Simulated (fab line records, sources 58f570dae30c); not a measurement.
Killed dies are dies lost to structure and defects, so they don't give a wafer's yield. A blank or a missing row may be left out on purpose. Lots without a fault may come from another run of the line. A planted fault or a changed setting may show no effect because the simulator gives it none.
Problem report in the 8D (eight disciplines) form, filled by code | flow berkeley_cmos170 | the parts of the form that need people (team, actions taken, sign-off) are left out

1. THE PROBLEM
M3_AL_RS at UCB170_M3_RS_MEAS_02 reads a mean of 0.0363 ohm/sq on 3 wafers of 2 lots; wafers without a fault read 0.0322 ohm/sq with a standard deviation of 0.0004. That is +10 standard deviations from the usual mean.
The step: measures by four-point-probe.
First seen on wafer L535.5, day 11 06:19, on film_metro-03. The record holds 42 wafers of 14 lots with a number at this step. Rule for "out", or "out of limits": more than 4 standard deviations from the usual mean. The other wafers with a number count as sound.

2. WHAT IT IS AND WHAT IT IS NOT
question                    | is                     | is not
which readings at this step | M3_AL_RS               | -
which lots                  | L535, L541             | L526, L527, L528, L529, L530, L532, L533, L534, L545, L546, L547, L548
which wafers of those lots  | L535.5, L541.2, L541.5 | L535.4, L535.6, L541.6
read on which gauges        | film_metro-03          | film_metro-02, film_metro-04
when                        | from day 11 06:19      | up to then (26 sound wafers); but 13 sound wafers of L541, L545, L546, L547, L548 came after

3. SUSPECTS, AND WHAT RULES EACH OUT
Counting: a tool at a process step up to the reading stays a suspect if it ran every lot that is out. Sound lots after the first of them don't rule it out here, since some wafers of a struck lot are sound.
- the gauge at UCB170_M3_RS_MEAS_02: kept. All the wafers that are out were read on film_metro-03, and no step on other tools shows them out.
- rie_diel-03 at UCB170_V2_ETCH_14 (etches SiO2 in CHF3/CF4/Ar, stops on Al, target depth 1250 nm, time 291 s): kept. It ran every lot that is out, first L535 (day 11 05:42); its last sound lot up to then is L533 (day 10 06:29).
- pvd_sputter-04 at UCB170_M3_SPUTTER_01 (material Al, target thk 900 nm, time 120 s): kept. It ran every lot that is out, first L535 (day 11 06:10); its last sound lot up to then is L534 (day 10 17:10).
- Within rie_diel-03 at UCB170_V2_ETCH_14: the wafers that are out ran in chamber 3; their sound lot-mates ran in chambers 0, 2.
Left after counting: rie_diel-03 at UCB170_V2_ETCH_14, pvd_sputter-04 at UCB170_M3_SPUTTER_01, film_metro-03 at UCB170_M3_RS_MEAS_02.

4. THE CAUSE (what the simulator had put in)
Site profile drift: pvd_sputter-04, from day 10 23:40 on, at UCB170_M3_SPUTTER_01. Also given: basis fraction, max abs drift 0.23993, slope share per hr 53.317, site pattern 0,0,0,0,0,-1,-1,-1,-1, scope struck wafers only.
Counting left 3 suspects, and this tool is among them.

5. THE CHAIN OF EFFECTS, in route order
Each row: a reading whose mean over the struck wafers that have a number lies more than 3 standard deviations from the usual. Only readings for which the record gives a usual standard deviation are gone through. hours: the time from each lot's start at the first step in this table that gives one to its start at this step, as a median over the lots. sigmas: the change in usual standard deviations.
hours | step                    | reading        | usual         | on struck wafers | change  | sigmas
0     | UCB170_M3_RS_MEAS_02    | M3_AL_RS       | 0.0322 ohm/sq | 0.0363           | +0.0041 | +10
0     | UCB170_M3_THK_MEAS_03   | M3_AL_THK      | 900 nm        | 818              | -82     | -6.8
3     | UCB170_M3_METAL_ETCH_18 | oes_product_au | 0.852 a.u.    | 0.806            | -0.046  | -4.2
The process steps in it:
- UCB170_M3_METAL_ETCH_18: etches Al in Cl2/BCl3, stops on SiO2, target depth 1170 nm, time 195 s.

6. WHAT WOULD HAVE CAUGHT IT SOONER
In this record the first reading out of limits at a measuring or inspecting step was taken at day 11 06:19, 7 hours after the fault began at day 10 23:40.
Of the tool readings at UCB170_M3_SPUTTER_01 for which the record gives a usual standard deviation, none was out on any struck wafer, so an alarm limit of 4 standard deviations on them would not have fired.
Of the lots that are out (2), L541 began UCB170_M3_SPUTTER_01 on pvd_sputter-04 after day 11 06:19. A hold on the tool at that time would have spared it.
